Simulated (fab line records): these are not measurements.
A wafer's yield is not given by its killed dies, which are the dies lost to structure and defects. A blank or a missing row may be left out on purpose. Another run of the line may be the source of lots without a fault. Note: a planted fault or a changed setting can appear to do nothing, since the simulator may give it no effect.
A lot that was struck, set against a sound lot -- flow ritCmos -- 15 out of 202 route steps
Sound: wafers L195.1, L195.5, L195.6. Struck: wafer L199.3. (L199.2, L199.5 of the same lot were not struck and are left out.) The cause comes at the end.
Each step with rows lists, per side, the tool, then ch with its chambers, then its first start. Under that, the readings that differ: sound wafers -- struck wafers -- difference of the means -- sigmas: that difference in standard deviations of wafers without a fault.
alike: same words and numbers on both sides, and readings whose means sit less than 2 such deviations apart. not compared: any withheld reading, any reading some wafer has no value for, any bound like >300 that may hide the same value, and any number with overlapping values for which the record gives no deviation.
A row with sigmas, a row that says differs or no value, or rows on one side alone: a step with any of these is where the two part. Numbers that have no deviation but don't overlap get no sigmas and don't part them. A reading that every wafer of one side lacks parts them only if that side has two wafers or more.

first, 2 steps without rows for these wafers: RIT_PLDD_PEB_04; RIT_PLDD_DEVELOP_05 (develop time 50 s).
RIT_PLDD_OVL_MEAS_06:
  sound on overlay-02 at day 4 23:32; struck on overlay-02 at day 5 22:25
  alike: PLDD_OVL
then, 2 steps without rows for these wafers: RIT_PLDD_HARDBAKE_07 (time 60 s); RIT_PLDD_IMPLANT_08.
RIT_PLDD_STRIP_09: strips in O2, time 180 s.
  sound on plasmaAsher-03 ch 0,1, day 4 23:52; struck on plasmaAsher-01 ch 1, day 5 22:44
  alike: drypumpMotorCurrentA
  not compared: rfHoursCounterH
RIT_PLDD_TW_MEAS_10:
  sound on filmMetro-01 at day 5 00:02; struck on filmMetro-03 at day 5 22:55
  alike: PLDD_TW
then, 4 steps without rows for these wafers: RIT_SPACER_CLEAN_00 (cleans in SC1, time 600 s); RIT_SPACER_CLEAN_01 (cleans in dHF, time 30 s); RIT_SPACER_CLEAN_02 (cleans in SC2, time 600 s); RIT_SPACER_CVD_03 (deposits Si3N4 from SiH2Cl2/NH3, target thk 250 nm, time 3300 s).
RIT_SPACER_THK_MEAS_04:
  sound on filmMetro-01 at day 5 02:23; struck on filmMetro-02 at day 6 01:47
  alike: SPACER_NITRIDE_THK
RIT_SPACER_ETCHBACK_05: etches Si3N4 in SF6/CHF3, stops on SiO2, target depth 250 nm, time 240 s.
  sound on rieDiel-01 ch 1,2, day 5 02:26; struck on rieDiel-04 ch 2, day 6 01:50
reading,sound,struck,difference,sigmas
oesProductAu (a.u.),0.842 0.841 0.835,0.984,+0.145,+9
runLengthS (s),268.2 267.8 268.4,172.8,-95.3,-99 or more
model.etch.depthNm (nm),251.8 251.1 249.9,188.4,-62.5,
model.poly-Si_of_GATE_CVD_08.thkNm (nm),166.2 170.4 167.9,191.2,+23.0,
model.Si3N4_of_SPACER_CVD_03.thkNm (nm),199.2 198.5 196,215.2,+17.3,
  alike: drypumpMotorCurrentA, throttleValvePct
  not compared: rfHoursCounterH
then, 1 step without rows for these wafers: RIT_NSD_HMDS_00 (prime time 60 s).
RIT_M1_PROBE_99:
  sound on prober-02 at day 5 13:53; struck on prober-02 at day 6 12:52
reading,sound,struck,difference,sigmas
hold,- - -,awaitDispo/3.4h/release,no value on the sound wafers,
killedAtFrontEnd,8 3 5,264,+259,+89
killedDies,8 3 6,264,+258,+92
killedOnRim,3 0 2,70,+68,+49
  alike: killedAtContacts, killedOpen, killedShort

== WHERE THEY PART ==
First at RIT_SPACER_ETCHBACK_05; last, within this record, at RIT_M1_PROBE_99.

WHY: what had been put in by the simulator
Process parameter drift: rieDiel-04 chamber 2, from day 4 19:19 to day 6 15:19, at RIT_SPACER_ETCHBACK_05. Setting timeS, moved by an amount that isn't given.
